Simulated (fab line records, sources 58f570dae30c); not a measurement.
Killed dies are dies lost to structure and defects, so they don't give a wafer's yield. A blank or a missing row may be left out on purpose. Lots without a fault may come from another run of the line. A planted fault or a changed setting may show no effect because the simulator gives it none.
One fault seen from 2 desks | flow berkeley_cmos170 | each desk has only its own numbers; what lay behind them comes last

THE METROLOGY DESK
What the gauges read, lot by lot, whatever tool the lot ran on: means of the sampled wafers that have a number. A lot is out of limits, marked OUT, if its mean lies more than 4 standard deviations from the usual mean; the brackets give that distance.
Columns: A = SILICIDE_TI_RS at UCB170_SILICIDE_RS_MEAS_02, usual 25.0 ohm/sq; B = SILICIDE_TI_THK at UCB170_SILICIDE_THK_MEAS_03, usual 31.3 nm
lot  | first seen here | A               | B
L173 | day 8 07:34     | 25.0            | 31.2
L171 | day 8 08:00     | 24.7            | 31.5
L176 | day 9 08:14     | 25.0            | 31.3
L175 | day 9 08:43     | 26.7 (+5.1) OUT | 29.6 (-4.4) OUT
L184 | day 10 17:32    | 25.0            | 31.6
L183 | day 10 17:59    | 25.2            | 31.0
L186 | day 11 06:33    | 24.8            | 31.4
L187 | day 12 02:12    | 24.9            | 31.4
L192 | day 12 10:59    | 24.9            | 31.3
L188 | day 12 11:03    | 24.8            | 31.7
L190 | day 12 11:50    | 25.1            | 31.4
L191 | day 12 12:16    | 24.8            | 31.5
L189 | day 12 13:53    | 24.8            | 31.7
This desk's finding: out of limits on L175; first on L175, day 9 08:43 (SILICIDE_TI_RS at UCB170_SILICIDE_RS_MEAS_02). In limits: L173, L171, L176, L184, L183, L186, L187, L192, L188, L190, L191, L189.

THE TOOL OWNER'S DESK: pvd_sputter-02
The tool's own readings at UCB170_SILICIDE_SPUTTER_01 (material Ti, target thk 30 nm, time 25 s): means of the sampled wafers that have a number, for each lot that ran on this tool. A lot is out of limits, marked OUT, if its mean lies more than 4 standard deviations from the usual mean; the brackets give that distance.
Columns: A = throttle_valve_pct at UCB170_SILICIDE_SPUTTER_01, usual 30.1 %
lot  | first seen here | A
L171 | day 8 07:57     | 29.9
L175 | day 9 08:40     | 30.3
L190 | day 12 11:49    | 29.7
This desk's finding: nothing out of limits on any of the 3 lots.

PUT TOGETHER
The metrology desk could have raised an alarm at day 9 08:43, on L175.
The tool owner's desk saw nothing out of limits.
The tool owner's desk has L175 on record, within its limits.
Of the lots named, all ran UCB170_SILICIDE_SPUTTER_01 on pvd_sputter-02.

WHAT THE SIMULATOR HAD PUT IN
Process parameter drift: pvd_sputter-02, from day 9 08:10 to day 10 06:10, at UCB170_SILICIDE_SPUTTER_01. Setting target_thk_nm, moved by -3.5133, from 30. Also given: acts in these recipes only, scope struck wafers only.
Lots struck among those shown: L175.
Hours from the fault's start to each desk's first reading out of limits: the metrology desk, 1.
